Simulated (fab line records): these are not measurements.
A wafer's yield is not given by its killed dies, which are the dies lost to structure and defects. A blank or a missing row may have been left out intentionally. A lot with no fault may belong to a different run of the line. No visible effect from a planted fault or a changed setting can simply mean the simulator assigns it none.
Comparing a struck lot with a sound one | flow berkeley-cmos170 | 43 out of 331 route steps
Sound: wafers L917.1, L917.2, L917.5. Struck: wafers L910.1, L910.2, L910.5. The cause is given at the end.
Per side, at each step with rows, come the tool, then ch with its chambers, and then its first start. Under that, the readings that differ: sound wafers | struck wafers | difference of the means | sigmas: that difference in standard deviations of wafers without a fault.
alike: words and numbers the same on both sides, and readings whose means are apart by under 2 such deviations; not compared: readings that were withheld, readings missing a value for some wafer, numbers with overlapping values and no deviation given by the record, and bounds like >300 which may hide the same value.
The two part at a step that has a row with sigmas, a row that says differs or no value, or rows on one side only. Non-overlapping numbers with no deviation appear without sigmas and do not part them. Lack of a reading on every wafer of one side parts them only where that side has two or more wafers.

UCB170_NVT_TW_MEAS_09:
  sound on film-metro-02, day 8 13:33; struck on film-metro-03, day 6 22:20
  alike: NVT_TW
then, 7 steps without rows for these wafers: UCB170_NVT_CLEAN_10 (cleans in SPM, time 600 s); UCB170_PVT_HMDS_00 (prime time 60 s); UCB170_PVT_COAT_01 (resist thk 900 nm); UCB170_PVT_SOFTBAKE_02 (time 60 s); UCB170_PVT_EXPOSE_03 (exposes mask NWELL, target cd 3000 nm); UCB170_PVT_PEB_04; UCB170_PVT_DEVELOP_05 (develop time 45 s).
UCB170_PVT_OVL_MEAS_06:
  sound on overlay-01, day 8 17:29; struck on overlay-01, day 7 00:22
  alike: PVT_OVL
then, 1 step without rows for these wafers: UCB170_PVT_IMPLANT_07.
UCB170_PVT_STRIP_08: strips in O2.
  sound on plasma-asher-04 ch 0,1, day 8 17:41; struck on plasma-asher-04 ch 0,1, day 7 00:32
  alike: drypump-motor-current-A, oes-product-au, strip-time-to-endpoint-s
  not compared: rf-hours-counter-h
UCB170_PVT_TW_MEAS_09:
  sound on film-metro-02, day 8 17:47; struck on film-metro-02, day 7 00:38
  alike: PVT_TW
UCB170_GATE_WET_ETCH_00: etches SiO2 in dHF, time 200 s.
  sound on wet-bench-04 ch 2, day 8 17:50; struck on wet-bench-01 ch 1, day 7 00:44
UCB170_FIELD_THK_MEAS_91:
  sound on film-metro-02, day 8 17:55; struck on film-metro-02, day 7 00:53
  alike: FIELD_OXIDE_LEFT_2_THK
then, 1 step without rows for these wafers: UCB170_GATE_OXIDATION_01 (target thk 6.6 nm, ox time 1800 s).
UCB170_GATE_THK_MEAS_02:
  sound on film-metro-02, day 8 22:23; struck on film-metro-04, day 7 07:04
  alike: GATE_OXIDE_THK
then, 2 steps without rows for these wafers: UCB170_GATE_ANNEAL_03 (time 1800 s); UCB170_GATE_CVD_04 (deposits poly-Si from SiH4, time 1440 s, target thk 214 nm).
UCB170_GATE_THK_MEAS_05:
  sound on film-metro-01, day 9 05:19; struck on film-metro-02, day 7 15:36
  reading            | sound             | struck            | difference | sigmas
  GATE_POLY_THK (nm) | 216.7 217.9 216.9 | 212.0 211.3 210.0 | -6.1       | -2
then, 6 steps without rows for these wafers: UCB170_GATE_COAT_06; UCB170_GATE_COAT_07 (resist thk 900 nm); UCB170_GATE_SOFTBAKE_08 (time 60 s); UCB170_GATE_EXPOSE_09 (exposes mask POLY, target cd 350 nm); UCB170_GATE_PEB_10; UCB170_GATE_DEVELOP_11 (develop time 45 s).
UCB170_GATE_CD_MEAS_12: the cd target is 350 nm.
  sound on cd-sem-01, day 9 07:10; struck on cd-sem-02, day 7 17:13
  alike: cd-nm
UCB170_GATE_OVL_MEAS_13:
  sound on overlay-02, day 9 07:17; struck on overlay-01, day 7 17:20
  alike: GATE_OVL
UCB170_GATE_ETCH_14: etches BARC in N2/H2.
  sound on rie-diel-03 ch 1,2,3, day 9 07:19; struck on rie-diel-01 ch 1,2,3, day 7 17:23
  alike: bias-w, drypump-motor-current-A, oes-product-au, throttle-valve-pct
UCB170_GATE_ETCH_15: etches poly-Si in HBr/Cl2, stops on SiO2, time 56.3 s, target depth 278.2 nm.
  sound on rie-si-01 ch 0,2,3, day 9 07:21; struck on rie-si-01 ch 0,2,3, day 7 17:25
  alike: bias-w, drypump-motor-current-A, oes-product-au, throttle-valve-pct
  not compared: rf-hours-counter-h
UCB170_GATE_STRIP_16: strips in O2.
  sound on plasma-asher-01 ch 0,1, day 9 07:24; struck on plasma-asher-02 ch 0,1, day 7 17:28
  alike: drypump-motor-current-A, oes-product-au
  not compared: rf-hours-counter-h
UCB170_GATE_CD_MEAS_90: the cd target is 350 nm.
  sound on cd-sem-02, day 9 07:31; struck on cd-sem-02, day 7 17:34
  alike: cd-nm
then, 7 steps without rows for these wafers: UCB170_GATE_CLEAN_17 (cleans in SPM, time 600 s); UCB170_PLDD_HMDS_00 (prime time 60 s); UCB170_PLDD_COAT_01 (resist thk 900 nm); UCB170_PLDD_SOFTBAKE_02 (time 60 s); UCB170_PLDD_EXPOSE_03 (exposes mask PSELECT, target cd 1200 nm); UCB170_PLDD_PEB_04; UCB170_PLDD_DEVELOP_05 (develop time 45 s).
UCB170_PLDD_CD_MEAS_06: the cd target is 1200 nm.
  sound on cd-sem-01, day 9 09:32; struck on cd-sem-02, day 7 19:23
  alike: cd-nm
UCB170_PLDD_OVL_MEAS_07:
  sound on overlay-01, day 9 09:39; struck on overlay-02, day 7 19:31
  alike: PLDD_OVL
then, 2 steps without rows for these wafers: UCB170_PLDD_IMPLANT_08; UCB170_PLDD_IMPLANT_09.
UCB170_M3_PROBE_99:
  rows exist in the record for the struck wafers here (prober-02, day 9 09:55), but not for the sound ones

== WHERE THEY PART ==
Last at UCB170_M3_PROBE_99 as far as this record goes, first at UCB170_GATE_THK_MEAS_05.

WHY: what had been put in by the simulator
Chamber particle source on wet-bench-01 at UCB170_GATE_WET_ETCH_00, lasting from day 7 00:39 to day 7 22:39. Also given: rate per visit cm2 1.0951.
